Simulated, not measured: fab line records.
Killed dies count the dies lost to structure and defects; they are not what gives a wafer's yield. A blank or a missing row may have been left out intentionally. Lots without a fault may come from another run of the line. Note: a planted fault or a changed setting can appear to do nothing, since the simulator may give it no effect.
Which tool was responsible? || flow rit-cmos || Sampling: 13 lots, 39 wafers, 5 of 202 route steps

WHAT THE GAUGES READ, wafer by wafer
RIT_PWELL_TW_MEAS_10.
{"lot": "L825", "measured": "day 1 22:43", "on": "film-metro-02", "PWELL_TW": "958 955 955"}
{"lot": "L826", "measured": "day 2 03:34", "on": "film-metro-02", "PWELL_TW": "962 962 965"}
{"lot": "L827", "measured": "day 2 08:22", "on": "film-metro-03", "PWELL_TW": "945 951 949"}
{"lot": "L829", "measured": "day 2 19:56", "on": "film-metro-03", "PWELL_TW": "957 953 950"}
{"lot": "L830", "measured": "day 2 23:54", "on": "film-metro-03", "PWELL_TW": "947 950 945"}
{"lot": "L832", "measured": "day 3 10:50", "on": "film-metro-04", "PWELL_TW": "937 943 942"}
{"lot": "L836", "measured": "day 4 05:38", "on": "film-metro-03", "PWELL_TW": "948 952 942"}
{"lot": "L837", "measured": "day 4 11:08", "on": "film-metro-02", "PWELL_TW": "963 957 962"}
{"lot": "L843", "measured": "day 5 17:08", "on": "film-metro-02", "PWELL_TW": "962 960 961"}
{"lot": "L844", "measured": "day 5 23:16", "on": "film-metro-02", "PWELL_TW": "961 958 967"}
{"lot": "L845", "measured": "day 6 07:45", "on": "film-metro-03", "PWELL_TW": "955 958 960"}
{"lot": "L847", "measured": "day 6 14:10", "on": "film-metro-04", "PWELL_TW": "945 939 943"}
{"lot": "L848", "measured": "day 6 22:34", "on": "film-metro-04", "PWELL_TW": "941 934 941"}

RIT_NLDD_TW_MEAS_10.
{"lot": "L825", "measured": "day 2 17:56", "on": "film-metro-03", "NLDD_TW": "2484 2500 2485"}
{"lot": "L826", "measured": "day 2 22:04", "on": "film-metro-01", "NLDD_TW": "2462 2456 2460"}
{"lot": "L827", "measured": "day 3 05:21", "on": "film-metro-01", "NLDD_TW": "2462 2452 2461"}
{"lot": "L829", "measured": "day 3 15:31", "on": "film-metro-01", "NLDD_TW": "2463 2459 2457"}
{"lot": "L830", "measured": "day 3 19:18", "on": "film-metro-03", "NLDD_TW": "2489 2482 2495"}
{"lot": "L832", "measured": "day 4 07:34", "on": "film-metro-02", "NLDD_TW": "2525 2521 2510"}
{"lot": "L836", "measured": "day 5 02:03", "on": "film-metro-02", "NLDD_TW": "2513 2535 2523"}
{"lot": "L837", "measured": "day 5 06:03", "on": "film-metro-02", "NLDD_TW": "2514 2520 2517"}
{"lot": "L843", "measured": "day 6 16:07", "on": "film-metro-01", "NLDD_TW": "2452 2460 2464"}
{"lot": "L844", "measured": "day 6 18:39", "on": "film-metro-03", "NLDD_TW": "2513 2501 2509"}
{"lot": "L845", "measured": "day 7 06:35", "on": "film-metro-03", "NLDD_TW": "2480 2478 2482"}
{"lot": "L847", "measured": "day 7 13:44", "on": "film-metro-03", "NLDD_TW": "2478 2495 2482"}
{"lot": "L848", "measured": "day 7 19:32", "on": "film-metro-02", "NLDD_TW": "2525 2517 2527"}

RIT_CONTACT_CD_MEAS_08: target cd 1000 nm.
{"lot": "L825", "measured": "day 3 03:41", "on": "cd-sem-01", "cd-nm (nm)": "1004.7 1004.7 1001.8"}
{"lot": "L826", "measured": "day 3 09:19", "on": "cd-sem-01", "cd-nm (nm)": "1003.6 1002.9 1002.4"}
{"lot": "L827", "measured": "day 3 15:13", "on": "cd-sem-01", "cd-nm (nm)": "996.6 994.5 996.1"}
{"lot": "L829", "measured": "day 4 02:38", "on": "cd-sem-02", "cd-nm (nm)": "986.1 987.2 986.9"}
{"lot": "L830", "measured": "day 4 05:37", "on": "cd-sem-01", "cd-nm (nm)": "993.7 991.6 992.0"}
{"lot": "L832", "measured": "day 4 17:25", "on": "cd-sem-01", "cd-nm (nm)": "1001.2 998.9 997.7"}
{"lot": "L836", "measured": "day 5 12:55", "on": "cd-sem-02", "cd-nm (nm)": "1001.6 999.7 999.0"}
{"lot": "L837", "measured": "day 5 15:44", "on": "cd-sem-02", "cd-nm (nm)": "993.2 995.6 997.2"}
{"lot": "L843", "measured": "day 7 02:19", "on": "cd-sem-02", "cd-nm (nm)": "1001.0 998.7 1002.3"}
{"lot": "L844", "measured": "day 7 04:05", "on": "cd-sem-02", "cd-nm (nm)": "996.8 997.1 997.4"}
{"lot": "L845", "measured": "day 7 16:22", "on": "cd-sem-02", "cd-nm (nm)": "995.1 992.7 994.0"}
{"lot": "L847", "measured": "day 7 23:55", "on": "cd-sem-02", "cd-nm (nm)": "998.1 997.1 998.9"}
{"lot": "L848", "measured": "day 8 05:26", "on": "cd-sem-02", "cd-nm (nm)": "1002.5 1002.4 1000.7"}

WHAT TOOL EACH LOT RAN ON (gives the tool, then ch and the chambers of the sampled wafers, and finally the start)
{"lot": "L825", "RIT_PWELL_STRIP_09": "plasma-asher-01 ch 0,1, day 1 22:31", "RIT_CONTACT_EXPOSE_05": "iline-stepper-02 ch 0, day 3 03:11"}
{"lot": "L826", "RIT_PWELL_STRIP_09": "plasma-asher-03 ch 0,1, day 2 03:24", "RIT_CONTACT_EXPOSE_05": "iline-stepper-01 ch 0, day 3 08:47"}
{"lot": "L827", "RIT_PWELL_STRIP_09": "plasma-asher-02 ch 0,1, day 2 08:11", "RIT_CONTACT_EXPOSE_05": "iline-stepper-01 ch 0, day 3 14:42"}
{"lot": "L829", "RIT_PWELL_STRIP_09": "plasma-asher-01 ch 0,1, day 2 19:46", "RIT_CONTACT_EXPOSE_05": "iline-stepper-01 ch 0, day 4 02:07"}
{"lot": "L830", "RIT_PWELL_STRIP_09": "plasma-asher-02 ch 0,1, day 2 23:46", "RIT_CONTACT_EXPOSE_05": "iline-stepper-01 ch 0, day 4 05:01"}
{"lot": "L832", "RIT_PWELL_STRIP_09": "plasma-asher-02 ch 0,1, day 3 10:39", "RIT_CONTACT_EXPOSE_05": "iline-stepper-02 ch 0, day 4 16:55"}
{"lot": "L836", "RIT_PWELL_STRIP_09": "plasma-asher-01 ch 0,1, day 4 05:28", "RIT_CONTACT_EXPOSE_05": "iline-stepper-02 ch 0, day 5 12:24"}
{"lot": "L837", "RIT_PWELL_STRIP_09": "plasma-asher-01 ch 0,1, day 4 10:57", "RIT_CONTACT_EXPOSE_05": "iline-stepper-02 ch 0, day 5 15:13"}
{"lot": "L843", "RIT_PWELL_STRIP_09": "plasma-asher-03 ch 0,1, day 5 16:57", "RIT_CONTACT_EXPOSE_05": "iline-stepper-02 ch 0, day 7 01:48"}
{"lot": "L844", "RIT_PWELL_STRIP_09": "plasma-asher-01 ch 0,1, day 5 23:05", "RIT_CONTACT_EXPOSE_05": "iline-stepper-02 ch 0, day 7 03:35"}
{"lot": "L845", "RIT_PWELL_STRIP_09": "plasma-asher-03 ch 0,1, day 6 07:34", "RIT_CONTACT_EXPOSE_05": "iline-stepper-02 ch 0, day 7 15:50"}
{"lot": "L847", "RIT_PWELL_STRIP_09": "plasma-asher-02 ch 0,1, day 6 13:59", "RIT_CONTACT_EXPOSE_05": "iline-stepper-02 ch 0, day 7 23:23"}
{"lot": "L848", "RIT_PWELL_STRIP_09": "plasma-asher-03 ch 0,1, day 6 22:23", "RIT_CONTACT_EXPOSE_05": "iline-stepper-02 ch 0, day 8 04:55"}
- RIT_PWELL_STRIP_09: strips in O2, time 180 s.
- RIT_CONTACT_EXPOSE_05: exposes mask M11, target cd 1000 nm.

WHAT THE TOOLS THEMSELVES READ (means of the sampled wafers that have a number; where no wafer has one, the mark that the record gives instead)
RIT_PWELL_STRIP_09.
{"lot": "L825", "tool": "plasma-asher-01", "drypump-motor-current-A (A)": 5.87}
{"lot": "L826", "tool": "plasma-asher-03", "drypump-motor-current-A (A)": 6.04}
{"lot": "L827", "tool": "plasma-asher-02", "drypump-motor-current-A (A)": 5.67}
{"lot": "L829", "tool": "plasma-asher-01", "drypump-motor-current-A (A)": 5.84}
{"lot": "L830", "tool": "plasma-asher-02", "drypump-motor-current-A (A)": 5.68}
{"lot": "L832", "tool": "plasma-asher-02", "drypump-motor-current-A (A)": 5.66}
{"lot": "L836", "tool": "plasma-asher-01", "drypump-motor-current-A (A)": 5.88}
{"lot": "L837", "tool": "plasma-asher-01", "drypump-motor-current-A (A)": 5.83}
{"lot": "L843", "tool": "plasma-asher-03", "drypump-motor-current-A (A)": 6.11}
{"lot": "L844", "tool": "plasma-asher-01", "drypump-motor-current-A (A)": 5.84}
{"lot": "L845", "tool": "plasma-asher-03", "drypump-motor-current-A (A)": 6.05}
{"lot": "L847", "tool": "plasma-asher-02", "drypump-motor-current-A (A)": 5.64}
{"lot": "L848", "tool": "plasma-asher-03", "drypump-motor-current-A (A)": 6.03}

RIT_CONTACT_EXPOSE_05.
{"lot": "L825", "tool": "iline-stepper-02", "exposure-dose-mJ-cm2": 249.78}
{"lot": "L826", "tool": "iline-stepper-01", "exposure-dose-mJ-cm2": 250.26}
{"lot": "L827", "tool": "iline-stepper-01", "exposure-dose-mJ-cm2": 249.91}
{"lot": "L829", "tool": "iline-stepper-01", "exposure-dose-mJ-cm2": 239.06}
{"lot": "L830", "tool": "iline-stepper-01", "exposure-dose-mJ-cm2": 241.10}
{"lot": "L832", "tool": "iline-stepper-02", "exposure-dose-mJ-cm2": 249.96}
{"lot": "L836", "tool": "iline-stepper-02", "exposure-dose-mJ-cm2": 249.94}
{"lot": "L837", "tool": "iline-stepper-02", "exposure-dose-mJ-cm2": 249.91}
{"lot": "L843", "tool": "iline-stepper-02", "exposure-dose-mJ-cm2": 249.77}
{"lot": "L844", "tool": "iline-stepper-02", "exposure-dose-mJ-cm2": 249.93}
{"lot": "L845", "tool": "iline-stepper-02", "exposure-dose-mJ-cm2": 249.85}
{"lot": "L847", "tool": "iline-stepper-02", "exposure-dose-mJ-cm2": 249.56}
{"lot": "L848", "tool": "iline-stepper-02", "exposure-dose-mJ-cm2": 249.87}

THE ANSWER, worked out from the rows above alone
Rule: what is usual is taken from the lots themselves. The widest of any qualifying gaps counts: lots, ordered by their means at a reading, are off when they make up no more than a third of the lots, leave a main group of 4 or more, and stand apart from it by 3 or more times the standard deviation of that group's means. Not used: any main group whose means are identical at the precision the tables above print for the reading. A lot without any number at a reading at which 4 lots or more have one is off too. All remaining lots with rows at the step are treated as sound. After the gauges, taken in route order, come the tools' own readings; for these a lot's mean is taken, as printed above. At the first step where some lot is off, the reading lying furthest off is the one used; lots without a number count as furthest.
Off at RIT_CONTACT_EXPOSE_05 (exposure-dose-mJ-cm2): L829, L830. The main group: mean 249.89, standard deviation 0.16.
A tool fits if, at that step or a process step before it, it ran every lot that is off, and no sound lot after the first of them. One candidate fits, namely iline-stepper-01 at RIT_CONTACT_EXPOSE_05. A fault onset in the window from L827 (day 3 14:42, its last sound lot) to L829 (day 4 02:07, its first lot off) fits.
The tool's own readings at RIT_CONTACT_EXPOSE_05 bear it out: on the lots that are off they differ by more than 5 times the standard deviation of the sound lots' means. exposure-dose-mJ-cm2 reads 240.08 there against 249.89 on the sound lots.

WHAT HAD BEEN PUT IN BY THE SIMULATOR
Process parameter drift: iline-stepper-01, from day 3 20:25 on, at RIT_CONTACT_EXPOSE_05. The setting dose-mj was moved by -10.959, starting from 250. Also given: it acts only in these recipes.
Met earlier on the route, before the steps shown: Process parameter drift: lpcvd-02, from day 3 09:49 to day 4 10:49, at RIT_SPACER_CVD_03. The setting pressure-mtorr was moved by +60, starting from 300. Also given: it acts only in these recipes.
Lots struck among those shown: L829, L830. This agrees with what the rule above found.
